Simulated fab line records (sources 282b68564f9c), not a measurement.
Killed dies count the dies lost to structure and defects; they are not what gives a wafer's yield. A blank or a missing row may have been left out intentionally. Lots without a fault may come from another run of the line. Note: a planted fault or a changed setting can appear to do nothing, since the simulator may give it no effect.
Which tool did it? | flow rit_cmos | 42 wafers from 14 lots sampled at 2 of the route's 202 steps

WHAT EACH GAUGE READ, for each wafer
RIT_PRETRO_OVL_MEAS_06.
lot  | measured    | on         | PRETRO_OVL (nm)
L345 | day 2 15:22 | overlay-01 | -0.6 -0.7 -1.1
L346 | day 2 20:21 | overlay-02 | -1.4 -1.6 0.3
L347 | day 2 23:19 | overlay-01 | -1.5 -2.8 -2.4
L349 | day 3 09:25 | overlay-01 | 0.2 0.6 -0.2
L351 | day 3 18:38 | overlay-02 | 0.4 0.5 0.6
L352 | day 4 03:10 | overlay-02 | 0.8 2.9 1.6
L353 | day 4 06:17 | overlay-02 | -1.4 -0.2 -1.1
L354 | day 4 11:07 | overlay-02 | 0.3 -0.8 0.8
L355 | day 4 16:17 | overlay-01 | -1.4 -2.2 -0.9
L357 | day 4 23:41 | overlay-02 | 238.5 240.5 239.7
L358 | day 5 06:50 | overlay-02 | -0.5 -0.2 1.0
L361 | day 5 22:10 | overlay-02 | -0.2 0.6 -1.1
L363 | day 6 16:04 | overlay-01 | 238.7 238.3 237.5
L365 | day 6 21:16 | overlay-02 | -2.5 -0.5 -0.2

EACH LOT AND THE TOOL THAT RAN IT (in order: tool; ch and the chambers of the sampled wafers; start)
lot  | RIT_PRETRO_EXPOSE_03
L345 | iline_stepper-02 ch 0, day 2 14:56
L346 | iline_stepper-01 ch 0, day 2 19:53
L347 | iline_stepper-01 ch 0, day 2 22:55
L349 | iline_stepper-01 ch 0, day 3 08:58
L351 | iline_stepper-02 ch 0, day 3 18:13
L352 | iline_stepper-02 ch 0, day 4 02:44
L353 | iline_stepper-01 ch 0, day 4 05:52
L354 | iline_stepper-02 ch 0, day 4 10:41
L355 | iline_stepper-01 ch 0, day 4 15:51
L357 | iline_stepper-01 ch 0, day 4 23:16
L358 | iline_stepper-02 ch 0, day 5 06:25
L361 | iline_stepper-02 ch 0, day 5 21:44
L363 | iline_stepper-01 ch 0, day 6 15:38
L365 | iline_stepper-02 ch 0, day 6 20:51
- RIT_PRETRO_EXPOSE_03: exposes mask M5, target cd 43700 nm.

WHAT THE TOOLS THEMSELVES READ (means of the sampled wafers that have a number; where no wafer has one, the mark that the record gives instead)
RIT_PRETRO_EXPOSE_03.
lot  | tool             | exposure_dose_mJ_cm2
L345 | iline_stepper-02 | 249.97
L346 | iline_stepper-01 | 250.03
L347 | iline_stepper-01 | 249.75
L349 | iline_stepper-01 | 249.95
L351 | iline_stepper-02 | 249.97
L352 | iline_stepper-02 | 250.30
L353 | iline_stepper-01 | 250.19
L354 | iline_stepper-02 | 249.94
L355 | iline_stepper-01 | 250.04
L357 | iline_stepper-01 | 249.76
L358 | iline_stepper-02 | 250.33
L361 | iline_stepper-02 | 250.16
L363 | iline_stepper-01 | 249.68
L365 | iline_stepper-02 | 249.92

THE ANSWER, worked out from the rows above alone
Rule: the lots themselves supply what counts as usual. The widest of any qualifying gaps counts: lots, ordered by their means at a reading, are off when they make up no more than a third of the lots, leave a main group of 4 or more, and stand apart from it by 3 or more times the standard deviation of that group's means. A main group whose means are all the same, to the digits that the tables above print for the reading, isn't used. A lot without any number at a reading at which 4 lots or more have one is off too. Any other lot the step has rows for is counted as sound. First the gauges in route order, then the tools' own readings, where a lot's mean is used as printed above. At the first step where some lot is off, the reading lying furthest off is the one used; lots without a number count as furthest.
Off: L357, L363, seen at RIT_PRETRO_OVL_MEAS_06 (PRETRO_OVL). Main group: mean -0.4 nm, sd 1.
If a tool, at a process step before that reading, ran all the lots that are off and no sound lot after the first of them, it fits. Those tools and the gauges at RIT_PRETRO_OVL_MEAS_06 are tried in the same way. One fits: iline_stepper-01 at RIT_PRETRO_EXPOSE_03. Its last sound lot is L355 (day 4 15:51), its first lot that is off L357 (day 4 23:16): a fault that began between those two fits.

WHAT HAD BEEN PUT IN BY THE SIMULATOR
Scanner matching overlay: iline_stepper-01, from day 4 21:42 on, at RIT_PRETRO_EXPOSE_03. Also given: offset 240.
Shown lots that were struck: L357, L363. Same finding as the rule above.
